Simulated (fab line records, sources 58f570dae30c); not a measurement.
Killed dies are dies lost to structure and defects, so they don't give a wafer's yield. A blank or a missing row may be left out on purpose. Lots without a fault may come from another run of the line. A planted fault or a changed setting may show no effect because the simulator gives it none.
One fault seen from 2 desks | flow berkeley_cmos170 | each desk has only its own numbers; what lay behind them comes last

THE METROLOGY DESK
What the gauges read, lot by lot, whatever tool the lot ran on: means of the sampled wafers that have a number. A lot is out of limits, marked OUT, if its mean lies more than 4 standard deviations from the usual mean; the brackets give that distance.
Columns: A = cd_nm at UCB170_V1_CD_MEAS_12, usual 699.7 nm; B = M3_AL_THK at UCB170_M3_THK_MEAS_03, usual 894 nm
lot  | first seen here | A     | B
L852 | day 9 13:21     | 700.2 | 896
L855 | day 9 14:41     | 700.7 | 885
L854 | day 9 14:55     | 701.8 | 886
L853 | day 9 16:17     | 699.5 | 887
L857 | day 10 14:26    | 698.2 | 873
L858 | day 10 14:51    | 699.1 | 911
L856 | day 10 15:23    | 697.9 | 899
L861 | day 10 17:04    | 698.5 | 887
L862 | day 11 09:49    | 698.7 | 894
L864 | day 11 11:29    | 698.2 | 892
L868 | day 13 12:13    | 701.0 | 896
L866 | day 13 12:21    | 700.1 | 905
L872 | day 14 01:58    | 699.3 | 897
L871 | day 14 03:36    | 698.9 | 903
This desk's finding: nothing out of limits on any of the 14 lots.

THE TOOL OWNER'S DESK: litho_track-01
The tool's own readings at UCB170_V2_SOFTBAKE_08 (time 60 s): means of the sampled wafers that have a number, for each lot that ran on this tool. A lot is out of limits, marked OUT, if its mean lies more than 4 standard deviations from the usual mean; the brackets give that distance.
Columns: A = heater_power_total_W at UCB170_V2_SOFTBAKE_08, usual 56.80 W; B = run_length_s at UCB170_V2_SOFTBAKE_08, usual 89.09 s
lot  | first seen here | A               | B
L853 | day 9 21:00     | 56.80           | 89.37
L857 | day 10 19:43    | 56.82           | 89.37
L858 | day 10 21:13    | 56.80           | 89.23
L861 | day 10 21:52    | 59.66 (+57) OUT | 79.37 (-51) OUT
L864 | day 11 17:12    | 59.67 (+57) OUT | 79.43 (-51) OUT
L871 | day 14 08:51    | 56.80           | 89.45
This desk's finding: out of limits on L861, L864; first on L861, day 10 21:52 (heater_power_total_W at UCB170_V2_SOFTBAKE_08). In limits: L853, L857, L858, L871.

PUT TOGETHER
The tool owner's desk could have raised an alarm at day 10 21:52, on L861, L864.
The metrology desk saw nothing out of limits.
The metrology desk has L861, L864 on record, within its limits.
Of the lots named, all ran UCB170_V2_SOFTBAKE_08 on litho_track-01.

WHAT THE SIMULATOR HAD PUT IN
Process parameter drift: litho_track-01, from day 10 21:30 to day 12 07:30, at UCB170_V2_SOFTBAKE_08. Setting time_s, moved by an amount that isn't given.
Lots struck among those shown: L861, L864.
Hours from the fault's start to each desk's first reading out of limits: the tool owner's desk, 0.
